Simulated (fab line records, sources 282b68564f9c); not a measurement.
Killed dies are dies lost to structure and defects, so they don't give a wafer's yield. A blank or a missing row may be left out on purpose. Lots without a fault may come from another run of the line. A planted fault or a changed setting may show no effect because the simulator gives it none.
fab line records | flow rit_cmos
record lots=7 wafers=21 last_day=7
route steps=202 shown PLDD@116 SPACER@125 M1@202
lots that met no fault: from a run of the same line without faults
start_h: hours from the record's first day to the start of the lot's first wafer shown | wait_h: hours since the lot's step before | " the same as in the row above | L1.1+2: a row that stands for several wafers | - no value, or no start given | * or withheld: withheld | < > ~ a bound
route shown NAME@n: a module of which the file shows steps, and the number in the route of the first | usual: mean/standard deviation of fault-free wafers | same: alike in all rows | chamber/n: place in a boat | sites: the reading at each site | _std_site: their standard deviation | _edge_site: outer sites' mean less inner sites' | radius_mm: how far each site lies from the wafer's centre | mask NAME#n: copy n | behind: the tool/chamber that last shaped the wafer | hold: why the lot was held/for how many hours/how that ended | device: the transistor (n, p or np) that didn't switch | end of line: the same wafers' tests at the end of the route | a step without rows: its recipe alone | killed: dies lost to structure and defects at the first sort, not the wafer's yield | map: a wafer's dies, x killed, . not, _ none there
set.NAME: the setting as run; set.NAME@STEP: as run at that earlier step | model.NAME: the simulator's own value behind a step, which no gauge read
lots at some steps of the route; a table a step, a row a wafer
services: from which hour (start_h, from the record's first day; less than 0 if before it) a tool's chamber was out of use, for how many hours, and why
## steps
# step RIT_PLDD_SOFTBAKE_02
# recipe resist=NOVOLAK temp_c=90 time_s=60
# step RIT_PLDD_EXPOSE_03
# recipe mask_id=M8 na=0.57 target_cd_nm=40900 dose_mj=250
# step RIT_PLDD_PEB_04
# recipe resist=NOVOLAK temp_c=withheld time_s=withheld
# step RIT_PLDD_DEVELOP_05
# recipe resist=NOVOLAK develop_time_s=50 dev_temp_c=23
# step RIT_PLDD_OVL_MEAS_06
# usual PLDD_OVL=-0.7/1.1
# columns lot.wafer tool chamber start_h wait_h PLDD_OVL[nm]
L936.4 overlay-01 - 79.22 - -0.1
L936.5 " - " " -2.3
L936.6 " - " " 0.8
L942.2 overlay-02 - 108.95 - -0.6
L942.3 " - " " -2.1
L942.5 " - " " 0.7
L943.2 overlay-02 - 121.76 - -1.0
L943.5 " - " " -1.6
L943.6 " - " " -1.0
L944.1 overlay-01 - 128.63 - -0.4
L944.5 " - " " 1.0
L944.6 " - " " 0.4
L947.1 overlay-02 - 138.34 - -1.0
L947.3 " - " " 1.3
L947.6 " - " " 0.8
L951.2 overlay-01 - 160.69 - -0.1
L951.3 " - " " -1.9
L951.4 " - " " -1.2
L952.3 overlay-01 - 164.95 - -0.3
L952.4 " - " " -0.4
L952.5 " - " " -0.9
# step RIT_PLDD_HARDBAKE_07
# recipe resist=NOVOLAK temp_c=140 time_s=60
# step RIT_PLDD_IMPLANT_08
# recipe species=BF2 energy_kev=20 dose_cm2=9e+14 tilt_deg=7
# step RIT_PLDD_STRIP_09
# recipe chemistry=O2 time_s=180 resist=NOVOLAK platen_temp_c=withheld power_w=500 pressure_mtorr=4000 o2_flow_sccm=4000
# usual drypump_motor_current_A=5.86/0.19
# columns lot.wafer tool chamber start_h wait_h drypump_motor_current_A rf_hours_counter_h
L936.4 plasma_asher-03 1 79.59 0.1 6.00 -
L936.5 " 1 " " 5.96 -
L936.6 " 0 " " 6.16 -
L942.2 plasma_asher-03 1 109.28 0.1 5.97 33
L942.3 " 1 " " 5.97 -
L942.5 " 1 " " 5.95 -
L943.2 plasma_asher-02 0 122.09 0.1 6.04 0
L943.5 " 1 " " 5.74 -
L943.6 " 0 " " 6.04 -
L944.1 plasma_asher-01 0 128.96 0.1 5.64 48
L944.5 " 1 " " 5.67 -
L944.6 " 0 " " 5.65 -
L947.1 plasma_asher-02 1 138.68 0.1 5.70 2
L947.3 " 1 " " 5.71 -
L947.6 " 1 " " 5.69 -
L951.2 plasma_asher-01 0 161.10 0.1 5.64 51
L951.3 " 1 " " 5.69 -
L951.4 " 0 " " 5.64 -
L952.3 plasma_asher-03 0 165.34 0.1 6.15 -
L952.4 " 1 " " 5.96 -
L952.5 " 0 " " 6.17 -
# step RIT_PLDD_TW_MEAS_10
# usual PLDD_TW=2325/24
# columns lot.wafer tool chamber start_h wait_h PLDD_TW
L936.4 film_metro-04 - 79.74 0.1 2360
L936.5 " - " " 2361
L936.6 " - " " 2367
L942.2 film_metro-01 - 109.47 0.1 2313
L942.3 " - " " 2294
L942.5 " - " " 2312
L943.2 film_metro-02 - 122.27 0.1 2332
L943.5 " - " " 2325
L943.6 " - " " 2330
L944.1 film_metro-01 - 129.14 0.1 2309
L944.5 " - " " 2306
L944.6 " - " " 2296
L947.1 film_metro-01 - 138.85 0.1 2300
L947.3 " - " " 2299
L947.6 " - " " 2315
L951.2 film_metro-01 - 161.29 0.1 2337
L951.3 " - " " 2331
L951.4 " - " " 2333
L952.3 film_metro-01 - 165.47 0.1 2325
L952.4 " - " " 2338
L952.5 " - " " 2332
# step RIT_SPACER_CLEAN_00
# recipe chemistry=SC1 mix=3:3:50 time_s=600 temp_c=75
# step RIT_SPACER_CLEAN_01
# recipe chemistry=dHF dilution=50:1 time_s=30
# step RIT_SPACER_CLEAN_02
# recipe chemistry=SC2 mix=3:3:50 time_s=600 temp_c=75 dry=n2_spin
# step RIT_SPACER_CVD_03
# recipe material=Si3N4 target_thk_nm=250 temp_c=810 precursor=SiH2Cl2/NH3 time_s=3300 pressure_mtorr=300 sih2cl2_flow_sccm=60 nh3_flow_sccm=150
# usual nh3_flow_sccm=150.1/0.43 pressure_mtorr=300.0/0.61 spike_tc_centre_C=812.6/1.9
# columns lot.wafer tool chamber start_h wait_h nh3_flow_sccm pressure_mtorr spike_tc_centre_C
L936.4 lpcvd-02 1 80.14 0.0 149.7 299.1 810.3
L936.5 " 1 " " 150.1 299.3 810.9
L936.6 " 1 " " 149.6 299.8 810.1
L942.2 lpcvd-02 1 109.89 0.0 - - -
L942.3 " 1 " " - - -
L942.5 " 1 " " - - -
L943.2 lpcvd-02 1 122.69 0.0 - - -
L943.5 " 1 " " - - -
L943.6 " 1 " " - - -
L944.1 lpcvd-01 0 129.56 0.0 - - -
L944.5 " 0 " " - - -
L944.6 " 0 " " - - -
L947.1 lpcvd-01 1 139.30 0.0 150.2 300.2 815.1
L947.3 " 1 " " 150.8 299.2 814.8
L947.6 " 1 " " 150.2 300.5 814.3
L951.2 lpcvd-02 1 161.74 0.0 149.8 298.7 810.8
L951.3 " 1 " " 149.8 300.6 812.0
L951.4 " 1 " " 150.2 299.8 810.3
L952.3 lpcvd-02 0 165.91 0.0 149.8 301.5 812.0
L952.4 " 0 " " 150.1 301.6 812.5
L952.5 " 0 " " 149.8 301.1 813.7
# step RIT_M1_PROBE_99
# usual defect_limited_yield=97.5/1.1 killed_at_front_end=6.6/2.8 killed_dies=6.6/2.8 killed_open=3.3/1.9 killed_short=3.2/1.8 sort_bin_3_pad_short=0.1/0.2 sort_bin_5_function=1.4/0.83 sort_bin_6_memory=0.9/0.55 sort_n_pass=257.4/2.8 sort_yield_pct=97.5/1.1
# same gross_dies=264 killed_at_M0_to_M3=0 killed_at_M4_up=0 killed_at_back_side=0 killed_at_contacts=0 killed_at_other=0
# columns lot.wafer tool chamber start_h wait_h defect_limited_yield[%] killed_at_front_end killed_dies killed_open killed_short sort_bin_3_pad_short[%] sort_bin_5_function[%] sort_bin_6_memory[%] sort_n_pass sort_yield_pct[%]
L936.4 prober-01 - 93.38 0.2 97.0 8 8 6 2 0 1.9 1.1 256.0 97.0
L936.5 prober-01 - 93.43 0.2 97.0 8 8 6 2 0.4 1.9 0.8 256.0 97.0
L936.6 prober-01 - 93.48 0.2 96.2 10 10 7 3 0 3.8 0 254.0 96.2
L947.1 prober-02 - 152.71 0.1 96.2 10 10 6 4 0 2.3 1.5 254.0 96.2
L947.3 prober-02 - 152.81 0.2 98.5 4 4 1 3 0.4 1.1 0 260.0 98.5
L947.6 prober-02 - 152.96 0.2 97.3 7 7 4 3 0 1.9 0.8 257.0 97.3
L951.2 prober-02 - 174.80 0.1 98.5 4 4 2 2 0 1.1 0.4 260.0 98.5
L951.3 prober-02 - 174.85 0.2 97.0 8 8 7 1 0.4 1.1 1.5 256.0 97.0
L951.4 prober-02 - 174.90 0.2 98.5 4 4 2 2 0 0.4 1.1 260.0 98.5
L952.3 prober-01 - 179.04 0.2 97.0 8 8 3 5 0 1.9 1.1 256.0 97.0
L952.4 prober-01 - 179.09 0.2 97.0 8 8 5 3 0 1.1 1.9 256.0 97.0
L952.5 prober-01 - 179.14 0.2 98.1 5 5 2 3 0 0.8 1.1 259.0 98.1
# killed by level:class
L936.4 SPACER:geometric_particle:open=2 FOX1:geometric_particle:open=1 FOX1:geometric_particle:short=1 FOX2:geometric_particle:short=1 FOX2:geometric_particle:open=1 GATE:geometric_particle:open=1 REOX:geometric_particle:open=1
L936.5 GATE:geometric_particle:open=3 SPACER:geometric_particle:open=2 FOX1:geometric_particle:short=1 REOX:geometric_particle:open=1 SPACER:geometric_particle:short=1
L936.6 GATE:geometric_particle:open=2 SPACER:geometric_particle:open=2 FOX1:geometric_particle:open=1 FOX2:geometric_particle:open=1 GATE:geometric_particle:short=1 REOX:geometric_particle:short=1 REOX:geometric_particle:open=1 SPACER:geometric_particle:short=1
L947.1 GATE:geometric_particle:open=3 SILICIDE:geometric_particle:open=3 FOX1:geometric_particle:short=2 GATE:geometric_particle:short=2
L947.3 GATE:geometric_particle:short=3 FOX1:geometric_particle:open=1
L947.6 REOX:geometric_particle:short=2 SPACER:geometric_particle:open=2 FOX1:geometric_particle:open=1 FOX1:geometric_particle:short=1 GATE:geometric_particle:open=1
L951.2 GATE:geometric_particle:open=2 GATE:geometric_particle:short=1 SILICIDE:geometric_particle:short=1
L951.3 GATE:geometric_particle:open=3 SILICIDE:geometric_particle:open=2 FOX1:geometric_particle:open=1 REOX:geometric_particle:open=1 REOX:geometric_particle:short=1
L951.4 FOX1:geometric_particle:short=1 GATE:geometric_particle:short=1 GATE:geometric_particle:open=1 SPACER:geometric_particle:open=1
L952.3 FOX1:geometric_particle:short=2 SPACER:geometric_particle:open=2 SILICIDE:geometric_particle:short=2 GATE:geometric_particle:open=1 SPACER:geometric_particle:short=1
L952.4 FOX2:geometric_particle:open=2 GATE:geometric_particle:open=2 FOX1:geometric_particle:short=1 FOX2:geometric_particle:short=1 SPACER:geometric_particle:open=1 SPACER:geometric_particle:short=1
L952.5 SPACER:geometric_particle:short=2 FOX2:geometric_particle:open=1 GATE:geometric_particle:short=1 SILICIDE:geometric_particle:open=1
## services
# columns tool chamber start_h hours kind
plasma_asher-03 - 57.27 5.9 repair
plasma_asher-02 - 77.79 6.2 repair
plasma_asher-01 - 105.85 1.3 repair
plasma_asher-01 - 108.39 19.9 repair
plasma_asher-02 - 108.75 9.0 pm
plasma_asher-02 0 108.75 9.0 vent_cycle
plasma_asher-02 1 108.75 9.0 vent_cycle
lpcvd-02 - 111.80 2.8 pm
plasma_asher-02 0 117.75 - clean
plasma_asher-02 1 117.75 - clean
## key
first_sign step=RIT_SPACER_CVD_03 reading=tool_record direction=missing
effect none on later readings
met_at RIT_SPACER_CVD_03
struck_wafers L942.2,L942.3,L942.5,L943.2,L943.5,L943.6,L944.1,L944.5,L944.6
scrapped_behind RIT_SPACER_THK_MEAS_04 L942.2,L942.3,L942.5,L943.2,L943.5,L943.6,L944.1,L944.5,L944.6
onset_between 80.14 109.89
fault kind=skipped_step_whole tool=lpcvd-01,lpcvd-02 chamber=- onset_h=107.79 steps=RIT_SPACER_CVD_03 scope=struck_lots_only
